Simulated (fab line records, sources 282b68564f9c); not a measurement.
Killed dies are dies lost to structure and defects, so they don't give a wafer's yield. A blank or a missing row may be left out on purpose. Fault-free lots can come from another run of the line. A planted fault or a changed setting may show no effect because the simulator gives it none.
One fault seen from 2 desks / flow rit_cmos / numbers are kept per desk, each desk with only its own; the story behind them comes last

TOOL OWNER'S DESK, furnace-02
The tool's own readings at RIT_ACTIVE_OXIDATION_01 (target thk 46.8 nm, ox time 3360 s): means of the sampled wafers that have a number, for each lot that ran on this tool. The brackets show how far a lot's mean lies from the usual mean; more than 4 standard deviations puts the lot out of limits, marked OUT.
Columns: A = tube_center_temp_C at RIT_ACTIVE_OXIDATION_01, usual 1000 C; B = tube_center_temp_C_max at RIT_ACTIVE_OXIDATION_01, usual 1002.6; C = zone_power_centre_pct at RIT_ACTIVE_OXIDATION_01, usual 49.5 %
lot=L277; first seen here=day 1 10:07; A=1000; B=1002.8; C=48.6
lot=L283; first seen here=day 2 16:07; A=1000; B=1002.7; C=48.9
lot=L284; first seen here=day 2 21:07; A=1000; B=1002.4; C=48.7
lot=L292; first seen here=day 4 13:07; A=1000; B=1002.8; C=48.5
lot=L293; first seen here=day 4 19:03; A=1000; B=1002.6; C=49.1
lot=L295; first seen here=day 5 04:07; A=1000; B=1002.9; C=49.2
Result from this desk: across the 6 lots, nothing is out of limits.

THE METROLOGY DESK
What the gauges read, lot by lot, whatever tool the lot ran on: means of the sampled wafers that have a number. The brackets show how far a lot's mean lies from the usual mean; more than 4 standard deviations puts the lot out of limits, marked OUT.
Columns: A = ACTIVE_OXIDE_THK at RIT_ACTIVE_THK_MEAS_02, usual 47.0 nm
lot=L277; first seen here=day 1 12:03; A=47.9
lot=L278; first seen here=day 1 17:04; A=46.4
lot=L280; first seen here=day 2 03:04; A=48.0
lot=L281; first seen here=day 2 08:03; A=45.7
lot=L283; first seen here=day 2 18:04; A=47.1
lot=L284; first seen here=day 2 23:03; A=47.2
lot=L285; first seen here=day 3 04:04; A=46.9
lot=L286; first seen here=day 3 09:03; A=47.7
lot=L287; first seen here=day 3 14:03; A=46.6
lot=L292; first seen here=day 4 15:04; A=61.9 (+19) OUT
lot=L293; first seen here=day 4 20:59; A=61.7 (+19) OUT
lot=L295; first seen here=day 5 06:04; A=61.6 (+19) OUT
lot=L297; first seen here=day 5 16:04; A=46.6
lot=L298; first seen here=day 5 21:04; A=47.5
lot=L299; first seen here=day 6 02:03; A=47.9
This desk finds L292, L293, L295 out of limits, with the earliest case on L292 at day 4 15:04 (ACTIVE_OXIDE_THK at RIT_ACTIVE_THK_MEAS_02). Within limits: L277, L278, L280, L281, L283, L284, L285, L286, L287, L297, L298, L299.

ALL TOGETHER
On L292, L293, L295, the metrology desk was in a position to raise an alarm at day 4 15:04.
The tool owner's desk saw nothing out of limits.
Tool owner's desk: L292, L293, L295 on record, inside its limits.
The lots listed all ran RIT_ACTIVE_OXIDATION_01 on furnace-02.

WHAT WAS PUT IN BY THE SIMULATOR
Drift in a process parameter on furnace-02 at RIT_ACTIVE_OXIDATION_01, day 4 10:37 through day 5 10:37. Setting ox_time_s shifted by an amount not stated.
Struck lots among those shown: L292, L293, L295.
Delay in hours, fault start to first out-of-limits reading, per desk: metrology desk 4.
